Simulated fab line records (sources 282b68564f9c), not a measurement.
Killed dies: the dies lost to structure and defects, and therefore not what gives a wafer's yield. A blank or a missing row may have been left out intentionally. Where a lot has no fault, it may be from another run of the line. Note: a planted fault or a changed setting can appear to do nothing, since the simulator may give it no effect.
fab line records	flow rit-cmos
[record] lots = 6	wafers = 18	last-day = 7
route steps=202 shown NSD@138 PSD@142 SDANNEAL@153 M1@202
lots that met no fault: taken from a fault-free run of the same line
start-h: hours from the record's first day to the start of the lot's first wafer shown	wait-h: hours elapsed since this lot's preceding step	" identical to the entry in the row above	L1.1+2: one row covering several wafers at once	- no value, or no start was given	* or withheld: withheld	< > ~ a bound
route shown NAME@n: names a module that has steps shown in the file, with the first one's number in the route	usual: the fault-free wafers' mean and standard deviation	same: alike in all rows	chamber/n: place in a boat	sites: readings site by site	_std_site: the values' standard deviation	_edge_site: inner sites' mean taken away from outer sites' mean	radius-mm: how far each site lies from the wafer's centre	mask NAME#n: copy n	behind: the tool/chamber that last shaped the wafer	hold: cause of the lot's hold/its duration in hours/its outcome	device: which transistor (n, p or np) failed to switch	end of line: tests run on the same wafers once the route is complete	a step given without rows: its recipe and nothing more	killed: dies that structure and defects cost at the first sort, which is not the same as the wafer's yield	map: dies across one wafer; x = killed, . = not, _ = none there
set.NAME: setting as actually run; set.NAME@STEP: the setting as run at that earlier step	model.NAME: the simulator's own value behind a step, which no gauge read
lots at some steps of the route; a table a step, a row a wafer
services: a tool's chamber out of use, with start hour (start-h, from the record's first day; less than 0 if before it), hours out, and reason
[[steps]]
[step RIT_NSD_HARDBAKE_07]
[recipe] resist = NOVOLAK	temp-c = 140	time-s = 60
[step RIT_NSD_IMPLANT_08]
[recipe] species = P	energy-kev = 25	dose-cm2 = 1e+15	tilt-deg = 7
[step RIT_NSD_STRIP_09]
[recipe] chemistry = O2	time-s = 180	resist = NOVOLAK	platen-temp-c = withheld	power-w = 500	pressure-mtorr = 4000	o2-flow-sccm = 4000
[usual] drypump-motor-current-A = 5.9/0.37
lot.wafer	tool	chamber	start-h	wait-h	drypump-motor-current-A	rf-hours-counter-h
L497.1	plasma-asher-03	1	64.00	0.1	5.9	39
L497.2	"	0	"	"	5.7	39
L497.4	"	0	"	"	5.7	-
L501.2	plasma-asher-04	0	79.06	0.1	5.7	43
L501.4	"	1	"	"	6.7	-
L501.5	"	0	"	"	5.7	-
L509.1	plasma-asher-04	1	111.52	0.1	6.6	47
L509.3	"	1	"	"	6.6	-
L509.5	"	1	"	"	6.6	-
L510.2	plasma-asher-03	1	114.16	0.1	6.0	46
L510.4	"	0	"	"	5.7	-
L510.6	"	0	"	"	5.7	-
L511.1	plasma-asher-01	0	119.14	0.1	5.6	0
L511.3	"	0	"	"	5.6	-
L511.5	"	0	"	"	5.6	-
L518.1	plasma-asher-01	1	157.51	0.1	5.7	4
L518.2	"	0	"	"	5.6	4
L518.3	"	0	"	"	5.6	-
[step RIT_NSD_TW_MEAS_10]
[usual] NSD_TW = 3135/34
lot.wafer	tool	chamber	start-h	wait-h	NSD_TW
L497.1	film-metro-03	-	64.18	0.1	3169
L497.2	"	-	"	"	3180
L497.4	"	-	"	"	3180
L501.2	film-metro-03	-	79.25	0.1	3152
L501.4	"	-	"	"	3155
L501.5	"	-	"	"	3153
L509.1	film-metro-01	-	111.70	0.1	3082
L509.3	"	-	"	"	3086
L509.5	"	-	"	"	3091
L510.2	film-metro-03	-	114.34	0.1	3188
L510.4	"	-	"	"	3152
L510.6	"	-	"	"	3165
L511.1	film-metro-04	-	119.32	0.1	3107
L511.3	"	-	"	"	3136
L511.5	"	-	"	"	3116
L518.1	film-metro-01	-	157.68	0.1	3076
L518.2	"	-	"	"	3084
L518.3	"	-	"	"	3076
[step RIT_PSD_HMDS_00]
[recipe] prime-time-s = 60	prime-temp-c = 140
[step RIT_PSD_COAT_01]
[recipe] resist = NOVOLAK	spin-rpm = 3250	resist-thk-nm = 1000
[step RIT_PSD_SOFTBAKE_02]
[recipe] resist = NOVOLAK	temp-c = 90	time-s = 60
[step RIT_PSD_EXPOSE_03]
[recipe] mask-id = M10	na = 0.57	target-cd-nm = 40900	dose-mj = 250
[step RIT_PSD_PEB_04]
[recipe] resist = NOVOLAK	temp-c = withheld	time-s = withheld
[step RIT_PSD_DEVELOP_05]
[recipe] resist = NOVOLAK	develop-time-s = 50	dev-temp-c = 23
[step RIT_PSD_OVL_MEAS_06]
[usual] PSD_OVL = -0.9/1.2
lot.wafer	tool	chamber	start-h	wait-h	PSD_OVL[nm]
L497.1	overlay-01	-	65.40	-	-1.2
L497.2	"	-	"	"	0.9
L497.4	"	-	"	"	-0.6
L501.2	overlay-01	-	80.19	-	-0.7
L501.4	"	-	"	"	0.1
L501.5	"	-	"	"	-1.7
L509.1	overlay-02	-	112.82	-	-0.1
L509.3	"	-	"	"	-1.5
L509.5	"	-	"	"	-0.2
L510.2	overlay-01	-	115.25	-	-1.9
L510.4	"	-	"	"	-1.7
L510.6	"	-	"	"	-0.8
L511.1	overlay-01	-	120.26	-	-0.5
L511.3	"	-	"	"	-0.9
L511.5	"	-	"	"	0.1
L518.1	overlay-02	-	158.61	-	1.1
L518.2	"	-	"	"	0.4
L518.3	"	-	"	"	-1.7
[step RIT_PSD_HARDBAKE_07]
[recipe] resist = NOVOLAK	temp-c = 140	time-s = 60
[step RIT_PSD_IMPLANT_08]
[recipe] species = BF2	energy-kev = 27	dose-cm2 = 5e+15	tilt-deg = 7
[usual] beam-on-s = 13.7/0.94	dose-ions-cm2 = 5e+15/5.9e+12	faraday-current-uA = 11275/790
lot.wafer	tool	chamber	start-h	wait-h	beam-on-s	dose-ions-cm2	faraday-current-uA
L497.1	implanter-01	0	65.59	0.1	12.2	4.986e+15	12502
L497.2	"	0	"	"	13.0	4.999e+15	11850
L497.4	"	0	"	"	12.4	4.999e+15	12450
L501.2	implanter-02	0	80.51	0.1	14.2	5.006e+15	10816
L501.4	"	0	"	"	14.5	5.009e+15	10619
L501.5	"	0	"	"	14.4	5.007e+15	10708
L509.1	implanter-02	0	113.00	0.1	10.0	2.813e+15	8691
L509.3	"	0	"	"	10.0	2.821e+15	8701
L509.5	"	0	"	"	9.6	2.822e+15	9015
L510.2	implanter-02	0	115.45	0.1	10.0	2.807e+15	8741
L510.4	"	0	"	"	10.2	2.808e+15	8560
L510.6	"	0	"	"	9.9	2.806e+15	8784
L511.1	implanter-01	0	120.44	0.1	12.4	5.001e+15	12472
L511.3	"	0	"	"	12.5	5.003e+15	12219
L511.5	"	0	"	"	12.4	4.994e+15	12344
L518.1	implanter-04	0	158.80	0.1	14.8	4.987e+15	10423
L518.2	"	0	"	"	14.7	4.992e+15	10429
L518.3	"	0	"	"	14.7	4.996e+15	10537
[step RIT_PSD_STRIP_09]
[recipe] chemistry = O2	time-s = 180	resist = NOVOLAK	platen-temp-c = withheld	power-w = 500	pressure-mtorr = 4000	o2-flow-sccm = 4000
[usual] drypump-motor-current-A = 5.81/0.26
lot.wafer	tool	chamber	start-h	wait-h	drypump-motor-current-A	rf-hours-counter-h
L497.1	plasma-asher-01	1	65.74	0.1	5.69	40
L497.2	"	0	"	"	5.61	40
L497.4	"	1	"	"	5.66	-
L501.2	plasma-asher-02	1	80.63	0.1	5.69	30
L501.4	"	0	"	"	6.33	-
L501.5	"	0	"	"	6.36	-
L509.1	plasma-asher-03	1	113.15	0.1	5.98	46
L509.3	"	1	"	"	5.97	-
L509.5	"	0	"	"	5.68	-
L510.2	plasma-asher-02	1	115.58	0.1	5.63	35
L510.4	"	0	"	"	6.35	-
L510.6	"	0	"	"	6.36	-
L511.1	plasma-asher-02	0	120.59	0.1	6.31	36
L511.3	"	0	"	"	6.36	-
L511.5	"	0	"	"	6.31	-
L518.1	plasma-asher-03	0	158.95	0.1	5.65	51
L518.2	"	1	"	"	5.97	51
L518.3	"	0	"	"	5.66	-
[step RIT_PSD_TW_MEAS_10]
[usual] PSD_TW = 3427/38
lot.wafer	tool	chamber	start-h	wait-h	PSD_TW
L497.1	film-metro-04	-	65.91	0.1	3402
L497.2	"	-	"	"	3401
L497.4	"	-	"	"	3383
L501.2	film-metro-01	-	80.82	0.1	3369
L501.4	"	-	"	"	3363
L501.5	"	-	"	"	3375
L509.1	film-metro-04	-	113.33	0.1	3204
L509.3	"	-	"	"	3201
L509.5	"	-	"	"	3198
L510.2	film-metro-04	-	115.76	0.1	3205
L510.4	"	-	"	"	3194
L510.6	"	-	"	"	3199
L511.1	film-metro-03	-	120.77	0.1	3477
L511.3	"	-	"	"	3493
L511.5	"	-	"	"	3484
L518.1	film-metro-03	-	159.13	0.1	3493
L518.2	"	-	"	"	3480
L518.3	"	-	"	"	3471
[step RIT_SDANNEAL_CLEAN_00]
[recipe] chemistry = SC1	mix = 3:3:50	time-s = 600	temp-c = 75
[step RIT_SDANNEAL_CLEAN_01]
[recipe] chemistry = dHF	dilution = 50:1	time-s = 30
[step RIT_SDANNEAL_CLEAN_02]
[recipe] chemistry = SC2	mix = 3:3:50	time-s = 600	temp-c = 75	dry = n2-spin
[step RIT_SDANNEAL_RTA_03]
[recipe] temp-c = 1050	time-s = 5	idle-temp-c = 600	ramp-up-c-per-s = 342	ramp-down-c-per-s = 171	cool-to-c = 600	ambient = N2
[usual] ramp-down-c-per-s = 171.00/0.031	wafer_temp_C_max = 1053.5/1
lot.wafer	tool	chamber	start-h	wait-h	ramp-down-c-per-s	wafer_temp_C_max
L497.1	rtp-anneal-01	0	66.34	0.0	170.96	1054.6
L497.2	"	0	"	"	171.08	1054.2
L497.4	"	0	"	"	171.05	1053.7
L501.2	rtp-anneal-01	0	81.24	0.0	171.00	1053.3
L501.4	"	0	"	"	171.06	1054.2
L501.5	"	0	"	"	170.98	1053.3
L509.1	rtp-anneal-01	0	113.77	0.0	171.05	1052.7
L509.3	"	0	"	"	171.00	1053.8
L509.5	"	0	"	"	171.00	1051.8
L510.2	rtp-anneal-02	0	116.21	0.0	171.01	1053.4
L510.4	"	0	"	"	170.98	1053.3
L510.6	"	0	"	"	170.97	1053.9
L511.1	rtp-anneal-01	0	121.21	0.0	170.98	1052.6
L511.3	"	0	"	"	170.98	1053.8
L511.5	"	0	"	"	170.99	1053.9
L518.1	rtp-anneal-02	0	159.56	0.0	170.97	1052.6
L518.2	"	0	"	"	171.04	1052.8
L518.3	"	0	"	"	171.03	1054.3
[step RIT_SDANNEAL_RS_MEAS_04]
[recipe] thk-meas-gauge = four-point-probe
[usual] PSD_RS = 115.77/0.25
lot.wafer	tool	chamber	start-h	wait-h	PSD_RS[ohm/sq]
L497.1	film-metro-01	-	66.40	0.0	115.55
L497.2	"	-	"	"	115.18
L497.4	"	-	"	"	115.47
L501.2	film-metro-03	-	81.31	0.1	115.29
L501.4	"	-	"	"	115.67
L501.5	"	-	"	"	115.75
L509.1	film-metro-01	-	113.83	0.0	123.42
L509.3	"	-	"	"	123.47
L509.5	"	-	"	"	123.37
L510.2	film-metro-03	-	116.27	0.1	123.28
L510.4	"	-	"	"	123.12
L510.6	"	-	"	"	123.11
L511.1	film-metro-03	-	121.27	0.0	116.00
L511.3	"	-	"	"	116.02
L511.5	"	-	"	"	116.10
L518.1	film-metro-04	-	159.61	0.0	116.00
L518.2	"	-	"	"	116.13
L518.3	"	-	"	"	116.08
[step RIT_SDANNEAL_RS_MEAS_05]
[recipe] thk-meas-gauge = four-point-probe
[usual] NSD_RS = 84.40/0.27
lot.wafer	tool	chamber	start-h	wait-h	NSD_RS[ohm/sq]
L497.1	film-metro-01	-	66.52	0.1	84.65
L497.2	"	-	"	"	84.92
L497.4	"	-	"	"	84.86
L501.2	film-metro-03	-	81.43	0.1	84.52
L501.4	"	-	"	"	84.13
L501.5	"	-	"	"	84.73
L509.1	film-metro-01	-	113.95	0.1	84.62
L509.3	"	-	"	"	84.46
L509.5	"	-	"	"	84.44
L510.2	film-metro-03	-	116.39	0.1	84.50
L510.4	"	-	"	"	84.45
L510.6	"	-	"	"	84.35
L511.1	film-metro-03	-	121.39	0.1	84.32
L511.3	"	-	"	"	84.61
L511.5	"	-	"	"	84.49
L518.1	film-metro-04	-	159.73	0.1	84.28
L518.2	"	-	"	"	84.52
L518.3	"	-	"	"	84.56
[step RIT_M1_PROBE_99]
[usual] killed-at-contacts = 0.1/0.38	killed-at-front-end = 7/3.2	killed-dies = 7/3.2	killed-open = 3.6/2.1	killed-short = 3.5/2
[same] gross-dies = 264	killed_at_M0_to_M3 = 0	killed_at_M4_up = 0	killed-at-back-side = 0	killed-at-other = 0
lot.wafer	tool	chamber	start-h	wait-h	killed-at-contacts	killed-at-front-end	killed-dies	killed-open	killed-short	model.etest.contact-pplus.end-ohm-um	model.etest.ppoly-line.rs-ohm-sq	model.etest.pmos-narrow.off-log10-a-um	model.etest.vpnp.gain	model.etest.pmos_0p15.tox-inv-nm	model.etest.diode-pplus-comb.cj-ff-um2	model.etest.diode-pplus-nwell.cj-ff-um2	model.etest.pmos_0p3.vt-sat-v
L497.1	prober-01	-	75.25	0.1	0	8	8	5	3	46.19	16.16	-12.77	1.038	3.923	2.019	1.692	-0.478
L497.2	prober-01	-	75.30	0.1	0	1	1	1	0	46.13	16.05	-12.74	1.018	3.93	2.022	1.713	-0.4783
L497.4	prober-01	-	75.40	0.2	0	6	6	2	4	45.07	16.16	-12.79	1.008	3.979	2.017	1.711	-0.4886
L501.2	prober-01	-	89.28	0.1	1	4	5	3	2	44.12	16.57	-12.81	1.01	4	2.02	1.726	-0.4921
L501.4	prober-01	-	89.38	0.2	0	6	6	5	1	45.06	16.54	-12.88	1.037	4.081	2.013	1.726	-0.4954
L501.5	prober-01	-	89.43	0.2	0	14	14	8	6	45.31	16.4	-12.85	1.038	4.05	2.022	1.715	-0.4977
L509.1	prober-01	-	121.37	0.1	0	8	8	4	4	55.43	16.79	-12.9	0.9525	4.086	1.882	1.563	-0.5012
L509.3	prober-01	-	121.47	0.2	0	8	8	2	6	55.56	16.73	-12.88	0.9268	4.113	1.885	1.589	-0.4996
L509.5	prober-01	-	121.57	0.2	0	6	6	3	3	55.9	16.58	-12.9	0.9286	4.098	1.88	1.586	-0.5018
L510.2	prober-02	-	123.71	0.1	0	5	5	2	3	57.43	16.75	-12.73	0.9061	4.041	1.938	1.643	-0.4988
L510.4	prober-02	-	123.81	0.2	0	5	5	2	3	57.86	16.87	-12.89	0.8796	4.072	1.947	1.653	-0.4944
L510.6	prober-02	-	123.91	0.2	0	7	7	4	3	57.51	16.93	-12.98	0.8764	4.09	1.948	1.67	-0.5006
L511.1	prober-01	-	128.78	0.1	0	10	10	8	2	44.23	16.59	-12.71	1.061	4.011	2.007	1.7	-0.4809
L511.3	prober-01	-	128.88	0.2	0	7	7	2	5	44.85	16.45	-12.66	1.051	3.998	2.014	1.696	-0.4849
L511.5	prober-01	-	128.98	0.2	0	18	18	10	8	45.05	16.5	-12.59	1.057	4.008	2.01	1.691	-0.4868
L518.1	prober-02	-	168.55	0.1	0	4	4	2	2	43.11	16.19	-13.01	1.036	4.041	2.003	1.705	-0.499
L518.2	prober-02	-	168.60	0.1	0	6	6	3	3	44.39	16.31	-12.89	1.037	4.041	1.997	1.685	-0.5047
L518.3	prober-02	-	168.65	0.2	1	6	7	1	6	44.18	16.39	-12.86	1.069	4.047	1.997	1.678	-0.5031
// killed by level:class
L497.1 REOX:geometric-particle:short=2 SILICIDE:geometric-particle:open=2 FOX1:geometric-particle:open=1 GATE:geometric-particle:open=1 REOX:geometric-particle:open=1 SILICIDE:geometric-particle:short=1
L497.2 FOX2:geometric-particle:open=1
L497.4 GATE:geometric-particle:short=3 FOX2:geometric-particle:open=1 REOX:geometric-particle:short=1 SILICIDE:geometric-particle:open=1
L501.2 SPACER:geometric-particle:open=2 GATE:geometric-particle:short=1 SPACER:geometric-particle:short=1 CONTACT:geometric-particle:open=1
L501.4 GATE:geometric-particle:open=2 SILICIDE:geometric-particle:open=2 GATE:geometric-particle:short=1 REOX:geometric-particle:open=1
L501.5 FOX1:geometric-particle:short=2 GATE:geometric-particle:open=2 GATE:geometric-particle:short=2 REOX:geometric-particle:open=2 SPACER:geometric-particle:open=2 FOX1:geometric-particle:open=1 REOX:geometric-particle:short=1 SILICIDE:geometric-particle:open=1
L509.1 GATE:geometric-particle:open=3 SPACER:geometric-particle:short=3 GATE:geometric-particle:short=1 SPACER:geometric-particle:open=1
L509.3 GATE:geometric-particle:open=2 SPACER:geometric-particle:short=2 SILICIDE:geometric-particle:short=2 FOX1:geometric-particle:short=1 FOX2:geometric-particle:short=1
L509.5 GATE:geometric-particle:short=2 GATE:geometric-particle:open=2 FOX1:geometric-particle:open=1 FOX2:geometric-particle:short=1
L510.2 SPACER:geometric-particle:short=2 GATE:geometric-particle:short=1 GATE:geometric-particle:open=1 SILICIDE:geometric-particle:open=1
L510.4 FOX1:geometric-particle:short=1 FOX2:geometric-particle:open=1 GATE:geometric-particle:open=1 GATE:geometric-particle:short=1 REOX:geometric-particle:short=1
L510.6 GATE:geometric-particle:open=2 GATE:geometric-particle:short=2 FOX1:geometric-particle:short=1 SPACER:geometric-particle:open=1 SILICIDE:geometric-particle:open=1
L511.1 GATE:geometric-particle:open=4 FOX1:geometric-particle:open=1 REOX:geometric-particle:open=1 SPACER:geometric-particle:open=1 SPACER:geometric-particle:short=1 SILICIDE:geometric-particle:short=1 SILICIDE:geometric-particle:open=1
L511.3 GATE:geometric-particle:short=3 REOX:geometric-particle:open=2 SPACER:geometric-particle:short=1 SILICIDE:geometric-particle:short=1
L511.5 REOX:geometric-particle:open=5 GATE:geometric-particle:open=4 REOX:geometric-particle:short=4 FOX1:geometric-particle:short=3 FOX1:geometric-particle:open=1 GATE:geometric-particle:short=1
L518.1 GATE:geometric-particle:short=2 GATE:geometric-particle:open=1 REOX:geometric-particle:open=1
L518.2 GATE:geometric-particle:open=2 FOX2:geometric-particle:short=1 FOX2:geometric-particle:open=1 REOX:geometric-particle:short=1 SPACER:geometric-particle:short=1
L518.3 REOX:geometric-particle:short=2 FOX1:geometric-particle:short=1 FOX2:geometric-particle:open=1 FOX2:geometric-particle:short=1 GATE:geometric-particle:short=1 CONTACT:geometric-particle:short=1
[[services]]
tool	chamber	start-h	hours	kind
implanter-02	-	41.45	1.7	repair
plasma-asher-03	-	43.92	2.2	repair
rtp-anneal-01	-	47.98	6.3	pm
plasma-asher-04	-	57.13	14.6	pm
implanter-04	-	78.57	3.8	pm
plasma-asher-01	-	80.55	13.0	repair
implanter-02	-	85.54	1.1	repair
plasma-asher-01	-	108.75	9.0	pm
plasma-asher-01	0	108.75	9.0	vent-cycle
plasma-asher-01	1	108.75	9.0	vent-cycle
plasma-asher-01	0	117.75	-	clean
plasma-asher-01	1	117.75	-	clean
rtp-anneal-02	-	127.17	4.4	pm
implanter-04	-	133.82	3.4	pm
plasma-asher-03	-	145.20	0.4	repair
plasma-asher-04	-	157.55	2.8	pm
implanter-01	-	159.53	1.7	repair
[[key]]
[first-sign] step = RIT_PSD_IMPLANT_08	reading = dose-ions-cm2	direction = down	sigmas = 99+	usual = 5e+15	struck = 2.813e+15
[effect] step = RIT_PSD_IMPLANT_08	reading = beam-on-s	direction = down	sigmas = 4	usual = 13.7	struck = 9.9
[effect] step = RIT_PSD_TW_MEAS_10	reading = PSD_TW	direction = down	sigmas = 6	usual = 3427	struck = 3200
[effect] step = RIT_SDANNEAL_RS_MEAS_04	reading = PSD_RS	direction = up	sigmas = 30	usual = 115.77	struck = 123.29
[model-effect] step = RIT_M1_PROBE_99	value = etest.contact-pplus.end-ohm-um	without = 42.85	struck = 56.61
met-at RIT_PSD_IMPLANT_08
struck-wafers L509.1,L509.3,L509.5,L510.2,L510.4,L510.6
tester-left-out L509,L510
onset-between 80.51 113.00
[fault] kind = process-parameter-drift	tool = implanter-02	chamber = -	onset-h = 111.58	steps = RIT_PSD_IMPLANT_08	channel = dose-cm2	offset = -2.1877e+15	shape = step	end-h = 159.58	acts-in = these-recipes-only	stated = 5e+15
// tester-left-out: of these lots the tester's yield and bins aren't shown, on N5 and GAA mostly nor the transistor test; their killed dies are dies lost to structure and defects alone, not to doping, threshold or leakage, so they don't give the yield
